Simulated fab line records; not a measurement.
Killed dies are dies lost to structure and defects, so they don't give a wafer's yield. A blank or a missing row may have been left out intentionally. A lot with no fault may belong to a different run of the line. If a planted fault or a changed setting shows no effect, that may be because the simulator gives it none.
fab line records -- flow rit_cmos
[record] lots = 14, wafers = 42, last_day = 7
route steps=202 shown GATE@95 NSD@140 CONTACT@180 M1@202
lots that met no fault: from a run of the same line without faults
start_h: start of the lot's first displayed wafer, in hours after the record's first day -- wait_h: hours from the lot's prior step to this one -- " identical to the entry in the row above -- L1.1+2: several wafers, shown together as one row -- - value missing, or start not given -- * or withheld: withheld -- < > ~ a bound
route shown NAME@n: names a module that has steps shown in the file, with the first one's number in the route -- usual: average and standard deviation across the fault-free wafers -- same: alike in all rows -- chamber/n: place in a boat -- sites: per-site readings -- _std_site: the values' standard deviation -- _edge_site: outer sites' mean less inner sites' -- radius_mm: how far each site lies from the wafer's centre -- mask NAME#n: copy n -- behind: the most recent tool/chamber to have shaped the wafer -- hold: the reason the lot was held/the length of the hold in hours/how it ended -- device: the transistor (n, p or np) that didn't switch -- end of line: the route-end tests of the same wafers -- a step given without rows: its recipe and nothing more -- killed: at the first sort, the dies lost to defects and structure; wafer yield is something else -- map: a wafer's dies, marking killed ones x, the rest . and places with no die _
set.NAME: the run value of the setting; set.NAME@STEP: its run value at that earlier step -- model.NAME: the simulator's own value behind a step, which no gauge read
one table for each step of the route and one row for each wafer, over a sample of lots
services: the hour from which a tool's chamber was out of use, counted from the record's first day as start_h (under 0 if before that day), plus the number of hours and why
[[steps]]
[step RIT_GATE_ETCH_19]
[recipe] chemistry = SF6/CHF3/O2, time_s = 165, SF6_flow_sccm = 30, CHF3_flow_sccm = 30, O2_flow_sccm = 5, target = poly-Si, pressure_mtorr = 40, rf_w = 160, target_depth_a = 3125, over_etch_frac = 0.25, stop_on = SiO2
[usual] CHF3_flow_sccm = 30.00/0.083, O2_flow_sccm = 5.000/0.016, drypump_motor_current_A = 5.5/0.4, oes_product_au = 0.855/0.0091, throttle_valve_pct = 10.22/0.076
lot.wafer,tool,chamber,start_h,wait_h,CHF3_flow_sccm,O2_flow_sccm,drypump_motor_current_A,oes_product_au,rf_hours_counter_h,throttle_valve_pct
L863.2,rie_si-02,0,46.13,0.1,30.08,5.009,5.8,0.863,102,10.38
L863.5,rie_si-02,0,46.13,0.1,29.99,5.002,5.8,0.867,-,10.38
L863.6,rie_si-02,3,46.13,0.1,30.05,4.998,5.6,0.851,-,10.25
L864.2,rie_si-01,2,51.41,0.1,29.97,5.004,5.1,0.850,153,10.22
L864.3,rie_si-01,1,51.41,0.1,29.98,4.992,5.4,0.858,98,10.14
L864.6,rie_si-01,0,51.41,0.1,29.88,4.991,4.9,0.870,-,10.19
L865.2,rie_si-02,3,58.25,0.1,30.00,4.996,5.6,0.854,0,10.24
L865.3,rie_si-02,2,58.25,0.1,30.11,5.006,5.6,0.848,17,10.12
L865.5,rie_si-02,2,58.25,0.1,29.95,5.007,5.7,0.839,-,10.13
L868.1,rie_si-01,3,67.53,0.1,29.93,5.021,5.4,0.871,42,10.25
L868.3,rie_si-01,1,67.53,0.1,30.04,5.034,5.4,0.862,98,10.13
L868.5,rie_si-01,1,67.53,0.1,30.09,4.994,5.4,0.853,-,10.12
L869.1,rie_si-02,2,75.33,0.1,29.89,4.996,5.6,0.856,17,10.11
L869.3,rie_si-02,1,75.33,0.1,30.12,4.990,6.3,0.857,1,10.27
L869.4,rie_si-02,0,75.33,0.1,29.95,4.985,5.8,0.871,102,10.36
L870.1,rie_si-01,2,82.88,0.1,29.94,5.003,5.1,0.846,153,10.22
L870.5,rie_si-01,1,82.88,0.1,30.04,4.993,5.4,0.847,-,10.12
L870.6,rie_si-01,0,82.88,0.1,30.08,4.999,4.9,0.859,-,10.21
L871.1,rie_si-02,2,87.30,0.1,29.97,5.011,5.7,0.848,18,10.11
L871.4,rie_si-02,3,87.30,0.1,29.91,5.014,5.6,0.851,1,10.26
L871.6,rie_si-02,0,87.30,0.1,29.93,5.004,5.8,0.858,-,10.37
L872.1,rie_si-01,1,88.83,0.1,30.03,4.966,5.4,0.851,99,10.13
L872.2,rie_si-01,2,88.83,0.1,29.98,5.013,5.1,0.850,153,10.20
L872.6,rie_si-01,2,88.83,0.1,29.96,4.998,5.1,0.837,-,10.21
L879.1,rie_si-02,1,124.61,0.1,30.00,5.003,6.3,0.841,1,10.28
L879.3,rie_si-02,2,124.61,0.1,29.98,4.988,5.7,0.844,18,10.11
L879.4,rie_si-02,3,124.61,0.1,30.12,4.968,5.6,0.849,-,10.24
L880.1,rie_si-01,3,126.33,0.1,29.98,5.021,5.3,0.861,42,10.24
L880.2,rie_si-01,1,126.33,0.1,30.02,5.016,5.4,0.852,99,10.14
L880.4,rie_si-01,2,126.33,0.1,29.95,4.995,5.1,0.859,0,10.22
L881.3,rie_si-02,1,130.33,0.1,29.87,5.009,6.3,0.855,1,10.28
L881.4,rie_si-02,2,130.33,0.1,30.05,4.993,5.6,0.850,18,10.12
L881.6,rie_si-02,3,130.33,0.1,30.18,4.989,5.6,0.861,-,10.24
L883.1,rie_si-02,2,139.44,0.1,29.80,5.025,5.7,0.859,18,10.11
L883.4,rie_si-02,3,139.44,0.1,29.94,5.026,5.7,0.862,1,10.23
L883.6,rie_si-02,1,139.44,0.1,29.98,5.002,6.3,0.845,-,10.26
L885.1,rie_si-02,1,152.26,0.1,29.95,4.998,6.3,0.841,2,10.27
L885.2,rie_si-02,2,152.26,0.1,30.07,4.990,5.7,0.834,18,10.10
L885.5,rie_si-02,1,152.26,0.1,29.97,5.002,6.3,0.848,-,10.28
L886.2,rie_si-01,2,155.89,0.1,29.97,4.998,5.1,0.851,0,10.19
L886.3,rie_si-01,1,155.89,0.1,29.98,4.984,5.4,0.849,99,10.13
L886.4,rie_si-01,0,155.89,0.1,29.96,4.962,4.9,0.864,71,10.20
[step RIT_NSD_STRIP_09]
[recipe] chemistry = O2, time_s = 180, resist = NOVOLAK, platen_temp_c = withheld, power_w = 500, pressure_mtorr = 4000, o2_flow_sccm = 4000
[usual] chamber_pressure_mTorr = 4000/4.1, drypump_motor_current_A = 5.9/0.48
lot.wafer,tool,chamber,start_h,wait_h,chamber_pressure_mTorr,drypump_motor_current_A,rf_hours_counter_h
L863.2,plasma_asher-01,0,57.81,0.1,4002,6.2,26
L863.5,plasma_asher-01,0,57.81,0.1,4001,6.2,-
L863.6,plasma_asher-01,1,57.81,0.1,4001,5.1,-
L864.2,plasma_asher-01,1,66.82,0.1,3999,5.2,28
L864.3,plasma_asher-01,1,66.82,0.1,4001,5.2,-
L864.6,plasma_asher-01,1,66.82,0.1,4002,5.2,-
L865.2,plasma_asher-03,1,70.56,0.1,3996,6.3,43
L865.3,plasma_asher-03,1,70.56,0.1,4003,6.3,-
L865.5,plasma_asher-03,1,70.56,0.1,4010,6.3,-
L868.1,plasma_asher-02,1,79.57,0.1,3993,6.5,46
L868.3,plasma_asher-02,1,79.57,0.1,4003,6.5,-
L868.5,plasma_asher-02,0,79.57,0.1,4007,6.4,-
L869.1,plasma_asher-03,0,87.41,0.1,3996,6.1,45
L869.3,plasma_asher-03,1,87.41,0.1,3999,6.4,-
L869.4,plasma_asher-03,0,87.41,0.1,4001,6.1,-
L870.1,plasma_asher-01,0,93.45,0.1,4002,6.2,31
L870.5,plasma_asher-01,1,93.45,0.1,3998,5.2,-
L870.6,plasma_asher-01,0,93.45,0.1,4001,6.2,-
L871.1,plasma_asher-01,0,97.64,0.1,4004,6.2,31
L871.4,plasma_asher-01,1,97.64,0.1,4000,5.2,-
L871.6,plasma_asher-01,1,97.64,0.1,4000,5.2,-
L872.1,plasma_asher-01,1,101.85,0.1,3999,5.2,32
L872.2,plasma_asher-01,0,101.85,0.1,3998,6.2,32
L872.6,plasma_asher-01,1,101.85,0.1,4001,5.2,-
L879.1,plasma_asher-02,0,134.94,0.1,4003,6.3,2
L879.3,plasma_asher-02,0,134.94,0.1,4004,6.4,-
L879.4,plasma_asher-02,1,134.94,0.1,4000,6.5,-
L880.1,plasma_asher-03,1,137.86,0.1,3996,6.3,52
L880.2,plasma_asher-03,0,137.86,0.1,4009,6.1,52
L880.4,plasma_asher-03,1,137.86,0.1,4005,6.4,-
L881.3,plasma_asher-01,0,143.39,0.1,4005,6.2,-
L881.4,plasma_asher-01,1,143.39,0.1,4006,5.2,-
L881.6,plasma_asher-01,1,143.39,0.1,4000,5.2,-
L883.1,plasma_asher-01,1,150.96,0.1,4004,5.2,38
L883.4,plasma_asher-01,0,150.96,0.1,4003,6.2,-
L883.6,plasma_asher-01,0,150.96,0.1,3996,6.2,-
L885.1,plasma_asher-03,0,162.65,0.1,3993,6.1,54
L885.2,plasma_asher-03,1,162.65,0.1,4002,6.3,54
L885.5,plasma_asher-03,0,162.65,0.1,4001,6.1,-
L886.2,plasma_asher-03,0,169.58,0.1,4003,6.1,55
L886.3,plasma_asher-03,1,169.58,0.1,4008,6.3,-
L886.4,plasma_asher-03,0,169.58,0.1,4004,6.1,-
[step RIT_CONTACT_STRIP_12]
[recipe] chemistry = O2, time_s = 180, resist = NOVOLAK, platen_temp_c = withheld, power_w = 500, pressure_mtorr = 4000, o2_flow_sccm = 4000
[usual] chamber_pressure_mTorr = 4000/3.8, drypump_motor_current_A = 5.9/0.42
lot.wafer,tool,chamber,start_h,wait_h,chamber_pressure_mTorr,drypump_motor_current_A,rf_hours_counter_h
L863.2,plasma_asher-01,1,63.10,0.1,4000,5.2,27
L863.5,plasma_asher-01,0,63.10,0.1,4005,6.2,-
L863.6,plasma_asher-01,1,63.10,0.1,4004,5.2,-
L864.2,plasma_asher-03,0,72.46,0.1,3996,6.1,43
L864.3,plasma_asher-03,0,72.46,0.1,4004,6.1,-
L864.6,plasma_asher-03,1,72.46,0.1,3999,6.3,-
L865.2,plasma_asher-01,1,75.69,0.1,4003,5.2,29
L865.3,plasma_asher-01,1,75.69,0.1,4001,5.2,-
L865.5,plasma_asher-01,1,75.69,0.1,3999,5.1,-
L868.1,plasma_asher-01,0,84.60,0.1,4002,6.2,30
L868.3,plasma_asher-01,1,84.60,0.1,4004,5.2,-
L868.5,plasma_asher-01,1,84.60,0.1,4002,5.2,-
L869.1,plasma_asher-03,0,92.15,0.1,3996,6.1,46
L869.3,plasma_asher-03,1,92.15,0.1,4006,6.3,-
L869.4,plasma_asher-03,0,92.15,0.1,3999,6.1,-
L870.1,plasma_asher-03,1,98.43,0.1,-,-,-
L870.5,plasma_asher-03,0,98.43,0.1,-,-,-
L870.6,plasma_asher-03,1,98.43,0.1,-,-,-
L871.1,plasma_asher-04,0,102.58,0.1,-,-,-
L871.4,plasma_asher-04,0,102.58,0.1,-,-,-
L871.6,plasma_asher-04,1,102.58,0.1,-,-,-
L872.1,plasma_asher-01,1,106.89,0.1,4003,5.2,33
L872.2,plasma_asher-01,0,106.89,0.1,3995,6.2,33
L872.6,plasma_asher-01,0,106.89,0.1,4000,6.2,-
L879.1,plasma_asher-03,0,140.03,0.1,3996,6.1,52
L879.3,plasma_asher-03,1,140.03,0.1,3999,6.4,-
L879.4,plasma_asher-03,0,140.03,0.1,4004,6.0,-
L880.1,plasma_asher-03,1,142.81,0.1,3998,6.3,52
L880.2,plasma_asher-03,0,142.81,0.1,4004,6.1,52
L880.4,plasma_asher-03,1,142.81,0.1,3998,6.3,-
L881.3,plasma_asher-03,0,148.45,0.2,4003,6.1,-
L881.4,plasma_asher-03,1,148.45,0.2,3998,6.3,-
L881.6,plasma_asher-03,1,148.45,0.2,4005,6.3,-
L883.1,plasma_asher-01,1,155.90,0.1,4003,5.2,38
L883.4,plasma_asher-01,0,155.90,0.1,4000,6.2,-
L883.6,plasma_asher-01,1,155.90,0.1,4000,5.2,-
L885.1,plasma_asher-04,1,167.43,0.1,3998,5.6,47
L885.2,plasma_asher-04,0,167.43,0.1,4005,5.9,47
L885.5,plasma_asher-04,0,167.43,0.1,3999,5.8,-
L886.2,plasma_asher-03,1,174.84,0.1,4001,6.4,55
L886.3,plasma_asher-03,1,174.84,0.1,3999,6.4,-
L886.4,plasma_asher-03,0,174.84,0.1,3995,6.1,-
[step RIT_CONTACT_CD_MEAS_90]
[recipe] target_cd_nm = 1000
[usual] cd_nm = 1001.0/2.3
lot.wafer,tool,chamber,start_h,wait_h,cd_nm
L863.2,cd_sem-01,-,63.29,0.1,1002.9
L863.5,cd_sem-01,-,63.29,0.1,1004.4
L863.6,cd_sem-01,-,63.29,0.1,1001.2
L864.2,cd_sem-01,-,72.66,0.1,1005.3
L864.3,cd_sem-01,-,72.66,0.1,1006.6
L864.6,cd_sem-01,-,72.66,0.1,1003.6
L865.2,cd_sem-02,-,75.89,0.1,997.6
L865.3,cd_sem-02,-,75.89,0.1,1002.1
L865.5,cd_sem-02,-,75.89,0.1,1000.4
L868.1,cd_sem-01,-,84.78,0.1,1000.7
L868.3,cd_sem-01,-,84.78,0.1,998.3
L868.5,cd_sem-01,-,84.78,0.1,1001.7
L869.1,cd_sem-01,-,92.33,0.1,999.6
L869.3,cd_sem-01,-,92.33,0.1,1002.6
L869.4,cd_sem-01,-,92.33,0.1,1001.5
L870.1,cd_sem-01,-,98.61,0.1,1001.1
L870.5,cd_sem-01,-,98.61,0.1,1001.3
L870.6,cd_sem-01,-,98.61,0.1,1001.7
L871.1,cd_sem-01,-,102.75,0.1,999.2
L871.4,cd_sem-01,-,102.75,0.1,998.8
L871.6,cd_sem-01,-,102.75,0.1,997.6
L872.1,cd_sem-01,-,107.07,0.1,1003.5
L872.2,cd_sem-01,-,107.07,0.1,1000.9
L872.6,cd_sem-01,-,107.07,0.1,1000.8
L879.1,cd_sem-01,-,140.21,0.1,1000.5
L879.3,cd_sem-01,-,140.21,0.1,1000.1
L879.4,cd_sem-01,-,140.21,0.1,1002.8
L880.1,cd_sem-01,-,142.98,0.1,997.5
L880.2,cd_sem-01,-,142.98,0.1,997.8
L880.4,cd_sem-01,-,142.98,0.1,998.8
L881.3,cd_sem-02,-,148.61,0.1,999.5
L881.4,cd_sem-02,-,148.61,0.1,997.2
L881.6,cd_sem-02,-,148.61,0.1,999.4
L883.1,cd_sem-01,-,156.08,0.1,1001.8
L883.4,cd_sem-01,-,156.08,0.1,1003.7
L883.6,cd_sem-01,-,156.08,0.1,1002.2
L885.1,cd_sem-01,-,167.61,0.1,999.0
L885.2,cd_sem-01,-,167.61,0.1,999.9
L885.5,cd_sem-01,-,167.61,0.1,997.4
L886.2,cd_sem-02,-,175.03,0.1,1002.2
L886.3,cd_sem-02,-,175.03,0.1,1001.0
L886.4,cd_sem-02,-,175.03,0.1,1000.7
[step RIT_M1_PROBE_99]
[usual] killed_at_M0_to_M3 = 0.0/0.16, killed_at_contacts = 0.1/0.24, killed_at_front_end = 7/3.2, killed_dies = 7/3.2, killed_on_rim = 2.0/1.5, killed_open = 3.4/2, killed_short = 3.5/2.2
[same] gross_dies = 264, killed_at_M4_up = 0, killed_at_back_side = 0, killed_at_other = 0
lot.wafer,tool,chamber,start_h,wait_h,killed_at_M0_to_M3,killed_at_contacts,killed_at_front_end,killed_dies,killed_on_rim,killed_open,killed_short
L868.1,prober-01,-,89.50,0.1,0,0,5,5,2,3,2
L868.3,prober-01,-,89.60,0.2,0,0,6,6,2,2,4
L868.5,prober-01,-,89.70,0.2,0,1,3,4,1,3,1
L869.1,prober-02,-,97.00,0.1,0,0,8,8,3,2,6
L869.3,prober-02,-,97.10,0.2,0,0,12,12,3,6,6
L869.4,prober-02,-,97.15,0.2,0,0,10,10,3,4,6
L870.1,prober-01,-,103.27,0.1,258,0,6,264,70,3,3
L870.5,prober-01,-,103.47,0.2,255,0,9,264,70,5,4
L870.6,prober-01,-,103.52,0.2,257,0,7,264,70,5,2
L871.1,prober-02,-,107.39,0.1,258,0,6,264,70,4,2
L871.4,prober-02,-,107.54,0.2,260,0,4,264,70,2,2
L871.6,prober-02,-,107.64,0.2,257,0,7,264,70,7,0
L872.1,prober-01,-,111.74,0.1,0,0,5,5,1,3,2
L872.2,prober-01,-,111.79,0.1,0,0,8,8,3,4,4
L872.6,prober-01,-,111.99,0.2,0,0,7,7,2,3,4
L880.1,prober-01,-,147.50,0.1,0,0,8,8,4,4,4
L880.2,prober-01,-,147.55,0.1,0,0,5,5,5,4,1
L880.4,prober-01,-,147.65,0.2,0,0,13,13,7,9,4
L885.1,prober-02,-,172.23,0.1,0,0,3,3,0,3,0
L885.2,prober-02,-,172.28,0.1,0,0,4,4,0,1,3
L885.5,prober-02,-,172.43,0.2,0,0,4,4,0,3,1
L886.2,prober-01,-,179.55,0.1,0,0,8,8,5,1,7
L886.3,prober-01,-,179.60,0.2,0,0,2,2,1,2,0
L886.4,prober-01,-,179.65,0.2,0,0,3,3,0,2,1
// killed by level:class
L868.1 FOX1:geometric_particle:short=1 FOX1:geometric_particle:open=1 GATE:geometric_particle:short=1 GATE:geometric_particle:open=1 SPACER:geometric_particle:open=1
L868.3 SILICIDE:geometric_particle:short=3 FOX2:geometric_particle:open=1 REOX:geometric_particle:short=1 SILICIDE:geometric_particle:open=1
L868.5 FOX1:geometric_particle:short=1 SPACER:geometric_particle:open=1 SILICIDE:geometric_particle:open=1 CONTACT:geometric_particle:open=1
L869.1 GATE:geometric_particle:short=4 GATE:geometric_particle:open=2 FOX2:geometric_particle:short=1 REOX:geometric_particle:short=1
L869.3 GATE:geometric_particle:open=6 GATE:geometric_particle:short=3 REOX:geometric_particle:short=1 SPACER:geometric_particle:short=1 SILICIDE:geometric_particle:short=1
L869.4 GATE:geometric_particle:short=3 FOX1:geometric_particle:short=2 GATE:geometric_particle:open=2 FOX2:geometric_particle:open=1 REOX:geometric_particle:open=1 REOX:geometric_particle:short=1
L870.1 M1:area_sputter=258 SPACER:geometric_particle:short=2 FOX1:geometric_particle:open=1 GATE:geometric_particle:short=1 SPACER:geometric_particle:open=1 SILICIDE:geometric_particle:open=1
L870.5 M1:area_sputter=255 GATE:geometric_particle:short=3 GATE:geometric_particle:open=2 SPACER:geometric_particle:open=2 FOX1:geometric_particle:short=1 FOX2:geometric_particle:open=1
L870.6 M1:area_sputter=257 GATE:geometric_particle:open=3 FOX2:geometric_particle:short=1 REOX:geometric_particle:open=1 SPACER:geometric_particle:open=1 SPACER:geometric_particle:short=1
L871.1 M1:area_sputter=258 SPACER:geometric_particle:open=3 SPACER:geometric_particle:short=2 GATE:geometric_particle:open=1
L871.4 M1:area_sputter=260 GATE:geometric_particle:short=2 GATE:geometric_particle:open=1 SPACER:geometric_particle:open=1
L871.6 M1:area_sputter=257 SPACER:geometric_particle:open=3 GATE:geometric_particle:open=2 FOX1:geometric_particle:open=1 SILICIDE:geometric_particle:open=1
L872.1 GATE:geometric_particle:short=2 GATE:geometric_particle:open=1 REOX:geometric_particle:open=1 SILICIDE:geometric_particle:open=1
L872.2 REOX:geometric_particle:open=3 FOX1:geometric_particle:short=1 FOX2:geometric_particle:short=1 GATE:geometric_particle:short=1 SILICIDE:geometric_particle:short=1 SILICIDE:geometric_particle:open=1
L872.6 REOX:geometric_particle:open=3 GATE:geometric_particle:short=2 REOX:geometric_particle:short=1 SILICIDE:geometric_particle:short=1
L880.1 FOX1:geometric_particle:open=2 FOX2:geometric_particle:short=2 GATE:geometric_particle:short=1 REOX:geometric_particle:open=1 REOX:geometric_particle:short=1 SPACER:geometric_particle:open=1
L880.2 GATE:geometric_particle:open=3 FOX1:geometric_particle:open=1 SILICIDE:geometric_particle:short=1
L880.4 REOX:geometric_particle:open=3 FOX2:geometric_particle:open=2 GATE:geometric_particle:short=2 GATE:geometric_particle:open=2 FOX1:geometric_particle:open=1 REOX:geometric_particle:short=1 SILICIDE:geometric_particle:open=1 SILICIDE:geometric_particle:short=1
L885.1 FOX2:geometric_particle:open=1 GATE:geometric_particle:open=1 REOX:geometric_particle:open=1
L885.2 FOX2:geometric_particle:short=2 FOX2:geometric_particle:open=1 SILICIDE:geometric_particle:short=1
L885.5 FOX1:geometric_particle:open=1 GATE:geometric_particle:short=1 GATE:geometric_particle:open=1 REOX:geometric_particle:open=1
L886.2 GATE:geometric_particle:short=5 FOX1:geometric_particle:short=2 GATE:geometric_particle:open=1
L886.3 FOX2:geometric_particle:open=1 GATE:geometric_particle:open=1
L886.4 FOX2:geometric_particle:short=1 REOX:geometric_particle:open=1 STARTING-WAFER:geometric_particle:open=1
[[services]]
tool,chamber,start_h,hours,kind
plasma_asher-04,-,46.63,28.1,pm
rie_si-01,0,64.63,13.6,repair
rie_si-02,2,67.27,6.1,repair
plasma_asher-04,-,86.48,2.8,pm
rie_si-01,2,94.92,-,clean
rie_si-01,2,94.92,21.6,scheduled_down
rie_si-01,2,94.92,21.6,vent_cycle
plasma_asher-02,-,108.75,9.0,pm
plasma_asher-02,0,108.75,9.0,vent_cycle
plasma_asher-02,1,108.75,9.0,vent_cycle
plasma_asher-01,-,114.96,0.6,repair
plasma_asher-02,0,117.75,-,clean
plasma_asher-02,1,117.75,-,clean
rie_si-02,0,120.35,7.4,repair
plasma_asher-03,-,121.60,2.2,repair
rie_si-02,3,135.55,1.9,repair
plasma_asher-02,-,160.97,0.9,repair
plasma_asher-03,-,172.03,2.8,pm
[[key]]
[first_sign] step = RIT_CONTACT_STRIP_12, reading = tool_record, direction = missing
[effect] step = RIT_M1_PROBE_99, reading = killed_at_M0_to_M3, direction = up, sigmas = 99+, usual = 0.0, struck = 257.5
[more_kills_born_at] RIT_M1_SPUTTER_00@pvd_sputter-01 = 775, RIT_M1_SPUTTER_00@pvd_sputter-04 = 770
met_at RIT_CONTACT_STRIP_12
struck_lots L870,L871
later_rows_left_out L870.1,L870.5,L870.6,L871.1,L871.4,L871.6
tester_left_out L870,L871
not_acting_at RIT_GATE_ETCH_19,RIT_NSD_STRIP_09,RIT_CONTACT_CD_MEAS_90
onset_between 92.15 98.43
[fault] kind = skipped_step_whole, tool = plasma_asher-03,plasma_asher-04, chamber = -, onset_h = 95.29, steps = RIT_CONTACT_STRIP_12, scope = struck_lots_only
// tester_left_out: of these lots the tester's yield and bins aren't shown, on N5 and GAA mostly nor the transistor test; their killed dies are dies lost to structure and defects alone, not to doping, threshold or leakage, so they don't give the yield
// later_rows_left_out: the simulator's readings of these wafers behind a module that went badly wrong aren't trusted and aren't shown, but for the sort
